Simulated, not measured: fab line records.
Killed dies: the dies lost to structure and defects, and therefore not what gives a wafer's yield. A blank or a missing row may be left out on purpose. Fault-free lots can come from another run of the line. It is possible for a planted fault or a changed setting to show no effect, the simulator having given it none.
One fault through the eyes of 2 desks + flow berkeley_cmos170 + numbers are kept per desk, each desk with only its own; the story behind them comes last

## AT THE METROLOGY DESK
What the gauges read for every lot (on any tool): the sampled wafers with a number, averaged. Any lot whose mean is over 4 standard deviations away from the usual mean is out of limits and marked OUT; that distance is given in the brackets.
Columns: A = PWELL_NITRIDE_THK at UCB170_PWELL_THK_MEAS_06, usual 219.6 nm
| lot  | first seen here | A                |
|------|-----------------|------------------|
| L620 | day 3 09:32     | 218.4            |
| L621 | day 3 16:13     | 217.3            |
| L622 | day 3 16:13     | 219.8            |
| L623 | day 3 16:14     | 221.6            |
| L624 | day 4 05:57     | 220.1            |
| L626 | day 4 12:07     | 220.5            |
| L627 | day 5 01:54     | 219.7            |
| L630 | day 5 11:05     | 221.3            |
| L632 | day 5 19:01     | 233.2 (+8.5) OUT |
| L631 | day 5 19:02     | 233.0 (+8.4) OUT |
| L641 | day 7 17:20     | 219.4            |
| L639 | day 7 17:21     | 217.5            |
| L640 | day 7 17:21     | 217.6            |
| L642 | day 7 17:23     | 219.0            |
Per this desk, out of limits: L631, L632; the first was L632, day 5 19:01 (PWELL_NITRIDE_THK at UCB170_PWELL_THK_MEAS_06). Within limits: L620, L621, L622, L623, L624, L626, L627, L630, L641, L639, L640, L642.

## DESK OF THE TOOL OWNER: lpcvd-01
The tool's own readings at UCB170_PWELL_CVD_05 (deposits Si3N4 from SiH2Cl2/NH3, target thk 220 nm, time 3300 s): means of the sampled wafers that have a number, for each lot that ran on this tool. Any lot whose mean is over 4 standard deviations away from the usual mean is out of limits and marked OUT; that distance is given in the brackets.
Columns: A = pressure_mtorr at UCB170_PWELL_CVD_05, usual 200.0 mTorr; B = spike_tc_source_C at UCB170_PWELL_CVD_05, usual 821.5 C
| lot  | first seen here | A                       | B     |
|------|-----------------|-------------------------|-------|
| L624 | day 4 04:02     | 200.0                   | 821.5 |
| L630 | day 5 09:08     | 200.1                   | 822.3 |
| L631 | day 5 17:06     | 240.1 (+99 or more) OUT | 821.6 |
| L632 | day 5 17:06     | 239.5 (+99 or more) OUT | 822.5 |
This desk's finding: out of limits on L631, L632; first on L631, day 5 17:06 (pressure_mtorr at UCB170_PWELL_CVD_05). Within limits: L624, L630.

## PUT TOGETHER
The tool owner's desk could have raised an alarm at day 5 17:06, on L631, L632.
An alarm was possible from the metrology desk at day 5 19:01, on L631, L632.
On lpcvd-01, each named lot ran UCB170_PWELL_CVD_05.

## WHAT THE SIMULATOR HAD INSERTED
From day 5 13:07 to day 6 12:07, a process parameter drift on lpcvd-01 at UCB170_PWELL_CVD_05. Setting pressure_mtorr, moved by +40, from 200. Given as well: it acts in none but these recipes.
Shown lots that were struck: L631, L632.
Fault start to first reading out of limits, in hours, per desk: tool owner, 4; metrology, 6.
